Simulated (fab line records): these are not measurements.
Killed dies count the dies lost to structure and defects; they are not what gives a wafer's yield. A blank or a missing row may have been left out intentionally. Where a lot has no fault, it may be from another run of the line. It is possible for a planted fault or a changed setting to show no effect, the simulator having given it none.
Struck lot and sound lot, side by side / flow rit-cmos / 19 out of 202 route steps
Sound: the wafers L781.1, L781.2, L781.6. The struck wafers were L783.3, L783.5, L783.6. At the end, the cause is stated.
For every step that has rows: the tool of each side, followed by ch and its chambers, followed by its first start. Under that, the readings that differ: sound wafers / struck wafers / difference of the means / sigmas: that difference in standard deviations of wafers without a fault.
alike: readings whose means differ by less than 2 such deviations, and words and numbers that are the same on both sides. not compared: withheld readings, readings that some wafer has no value for, bounds like >300 that may hide the same value, and numbers for which the record gives no deviation and whose values overlap.
A row with sigmas, a row that says differs or no value, or rows on one side alone: a step with any of these is where the two part. When numbers do not overlap yet have no deviation, they are printed without sigmas and do not part them. Lack of a reading on every wafer of one side parts them only where that side has two or more wafers.

RIT_SDANNEAL_RS_MEAS_06: uses a four-point probe to measure.
  sound on film-metro-04, day 4 12:10; struck on film-metro-01, day 5 00:17
reading=PLDD_RS (ohm/sq); sound=178.8 179.5 178.8; struck=177.9 177.5 178.0; difference=-1.2; sigmas=-2
RIT_SDANNEAL_RS_MEAS_07: uses a four-point probe to measure.
  sound on film-metro-04, day 4 12:17; struck on film-metro-01, day 5 00:24
reading=NLDD_RS (ohm/sq); sound=152.5 153.0 152.4; struck=150.2 150.6 150.7; difference=-2.1; sigmas=-4
then, 1 step without rows for these wafers: RIT_SILICIDE_WET_ETCH_00 (etches SiO2 in BOE, target depth 14 nm, time 15 s).
RIT_SILICIDE_SPUTTER_01: material Ti, target thk 30 nm, time 240 s.
  sound on pvd-sputter-04, day 4 12:25; struck on pvd-sputter-04, day 5 00:29
  alike: throttle-valve-pct
RIT_SILICIDE_RS_MEAS_02: uses a four-point probe to measure.
  sound on film-metro-01, day 4 12:34; struck on film-metro-03, day 5 00:41
  alike: SILICIDE_TI_RS
RIT_SILICIDE_THK_MEAS_03: measures by xrf.
  sound on film-metro-01, day 4 12:41; struck on film-metro-03, day 5 00:47
  alike: SILICIDE_TI_THK
RIT_SILICIDE_RTA_04: time 10 s, ramp up 5 s, ramp down 5 s.
  sound on rtp-anneal-02 ch 0, day 4 12:44; struck on rtp-anneal-02 ch 0, day 5 00:51
  alike: wafer_temp_C_max
then, 1 step without rows for these wafers: RIT_SILICIDE_WET_ETCH_05 (etches Ti in SPM, time 120 s).
RIT_SILICIDE_RTA_06: time 10 s, ramp up 5 s, ramp down 10 s.
  sound on rtp-anneal-01 ch 0, day 4 12:51; struck on rtp-anneal-01 ch 0, day 5 00:57
  alike: wafer_temp_C_max
RIT_CONTACT_CVD_00: deposits SiO2 from TEOS, target thk 400 nm, time 61 s.
  sound on pecvd-02 ch 0,1,2, day 4 12:55; struck on pecvd-03 ch 1,2, day 5 01:00
  alike: heater-power-w, rf-fwd-power-W
  not compared: since-wet-clean-h
RIT_CONTACT_THK_MEAS_01:
  sound on film-metro-02, day 4 12:58; struck on film-metro-03, day 5 01:04
  alike: CONTACT_TEOS_THK
then, 1 step without rows for these wafers: RIT_CONTACT_HMDS_02 (prime time 60 s).
RIT_CONTACT_COAT_03: resist thk 1000 nm.
  sound on litho-track-04 ch 0, day 4 13:11; struck on litho-track-03, day 5 01:19
  no value came back on the struck wafers for chill-plate-temp-C (C), dispense-pressure-kPa (kPa); on the sound wafers chill-plate-temp-C (C) reads 23.05 23.07 23.05
then, 4 steps without rows for these wafers: RIT_CONTACT_SOFTBAKE_04 (time 60 s); RIT_CONTACT_EXPOSE_05 (exposes mask M11, target cd 1000 nm); RIT_CONTACT_PEB_06; RIT_CONTACT_DEVELOP_07 (develop time 120 s).
RIT_CONTACT_CD_MEAS_08 targets a cd of 1000 nm.
  sound on cd-sem-01, day 4 14:07; struck on cd-sem-01, day 5 02:21
reading=cd-nm (nm); sound=1001.5 1002.6 1001.3; struck=- - -; difference=no value on the struck wafers; sigmas=
RIT_CONTACT_OVL_MEAS_09:
  sound on overlay-02, day 4 14:14; struck on overlay-02, day 5 02:26
reading=CONTACT_OVL (nm); sound=-0.8 -1.0 0.1; struck=- - -; difference=no value on the struck wafers; sigmas=

WHERE THEY PART
First at RIT_SDANNEAL_RS_MEAS_06; last, within this record, at RIT_CONTACT_OVL_MEAS_09.

WHY: the cause the simulator had injected
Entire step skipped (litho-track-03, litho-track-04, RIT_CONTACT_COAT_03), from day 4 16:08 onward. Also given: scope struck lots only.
